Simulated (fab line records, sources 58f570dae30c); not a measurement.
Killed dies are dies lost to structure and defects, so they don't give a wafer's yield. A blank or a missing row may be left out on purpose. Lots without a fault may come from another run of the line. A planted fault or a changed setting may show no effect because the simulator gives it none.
Split-lot experiment | flow berkeley_cmos170 | 5 lots, 23 wafers read, on a route of 331 steps

THE SPLIT
At UCB170_NVT_IMPLANT_07, the setting dose_cm2 was moved away from the recipe's 3e+12 on 6 of the 23 wafers read, by -6.7% to -3.6%. The other wafers ran this setting at the recipe's value.

FROM THE SPLIT TO THE READING: what the file shows between them, 1 step
- UCB170_NVT_STRIP_08: strips in O2

THE READING
NVT_TW, at UCB170_NVT_TW_MEAS_09. Fault-free wafers of this fab line usually give 522, standard deviation 5.3.

wafer  | tool, chamber at the split | dose_cm2 as run | against the recipe | NVT_TW | against lot-mates on the recipe
L077.1 | implanter-04, 0            | 3e+12           | recipe             | 523    | -
L077.2 | implanter-04, 0            | 3e+12           | recipe             | 523    | -
L077.3 | implanter-04, 0            | 3e+12           | recipe             | 524    | -
L077.5 | implanter-04, 0            | 3e+12           | recipe             | 518    | -
L077.6 | implanter-04, 0            | 3e+12           | recipe             | 521    | -
L075.1 | implanter-01, 0            | 2.891e+12       | -3.6%              | 511    | -6
L075.2 | implanter-01, 0            | 3e+12           | recipe             | 517    | -
L075.3 | implanter-01, 0            | 3e+12           | recipe             | 518    | -
L075.4 | implanter-01, 0            | 2.891e+12       | -3.6%              | 513    | -4
L075.6 | implanter-01, 0            | 2.891e+12       | -3.6%              | 510    | -8
L082.1 | implanter-03, 0            | 3e+12           | recipe             | 514    | -
L082.2 | implanter-03, 0            | 3e+12           | recipe             | 513    | -
L082.5 | implanter-03, 0            | 3e+12           | recipe             | 513    | -
L081.1 | implanter-04, 0            | 3e+12           | recipe             | 514    | -
L081.2 | implanter-04, 0            | 3e+12           | recipe             | 514    | -
L081.3 | implanter-04, 0            | 3e+12           | recipe             | 517    | -
L081.4 | implanter-04, 0            | 3e+12           | recipe             | 517    | -
L081.6 | implanter-04, 0            | 3e+12           | recipe             | 515    | -
L080.1 | implanter-03, 0            | 2.8e+12         | -6.7%              | 513    | -10
L080.3 | implanter-03, 0            | 3e+12           | recipe             | 524    | -
L080.4 | implanter-03, 0            | 2.8e+12         | -6.7%              | 516    | -8
L080.5 | implanter-03, 0            | 3e+12           | recipe             | 523    | -
L080.6 | implanter-03, 0            | 2.8e+12         | -6.7%              | 514    | -10

THE FIT
A straight line over all 23 wafers: NVT_TW changes by +0.814 for each +1% of dose_cm2; r = +0.46; the points scatter about the line by 3.9.
The same after taking each lot's own level away (the mean of its wafers on the recipe; 23 wafers): +1.44 for each +1%; r = +0.92; scatter 1.5.
On that fit, the largest move of dose_cm2 shifts the reading by 9.6.
The lots' own levels span 513.3 to 523.5, that is 1.9 times the standard deviation above.
So the lot-to-lot level blurs the effect unless lot-mates are compared.
Check: with one of the wafers moved furthest among these (-6.7%) left out of the fit, the line predicts -9.35 for it against its lot-mates. It came out at -10.5 against them.

OTHER SPLITS ON THESE WAFERS
These wafers also went through other splits before the reading. Each is held against what the fit with the lots' levels taken away leaves over:
other split on the same wafers          | wafers away from the commonest value | r with NVT_TW (lot level and that fit taken away)
UCB170_ZERO_COAT_01 resist_thk_nm       | 8                                    | -0.10
UCB170_ZERO_DEVELOP_05 dev_temp_c       | 7                                    | -0.03
UCB170_NWELL_COAT_07 spin_rpm           | 6                                    | +0.18
UCB170_NWELL_ETCH_13 over_etch_frac     | 6                                    | +0.13
UCB170_WELLDRIVE_OXIDATION_01 ox_time_s | 10                                   | +0.05
UCB170_ACTIVE_PEB_11 peb_temp_c         | 7                                    | -0.14
UCB170_ACTIVE_ETCH_15 time_s            | 5                                    | +0.26
UCB170_PFIELD_IMPLANT_07 energy_kev     | 11                                   | -0.07
UCB170_SACOX_OXIDATION_01 temp_c        | 15                                   | +0.17

THE FILE'S OWN FIT
NVT_TW changes by +1.49 for each +1% of dose_cm2, r = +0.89.
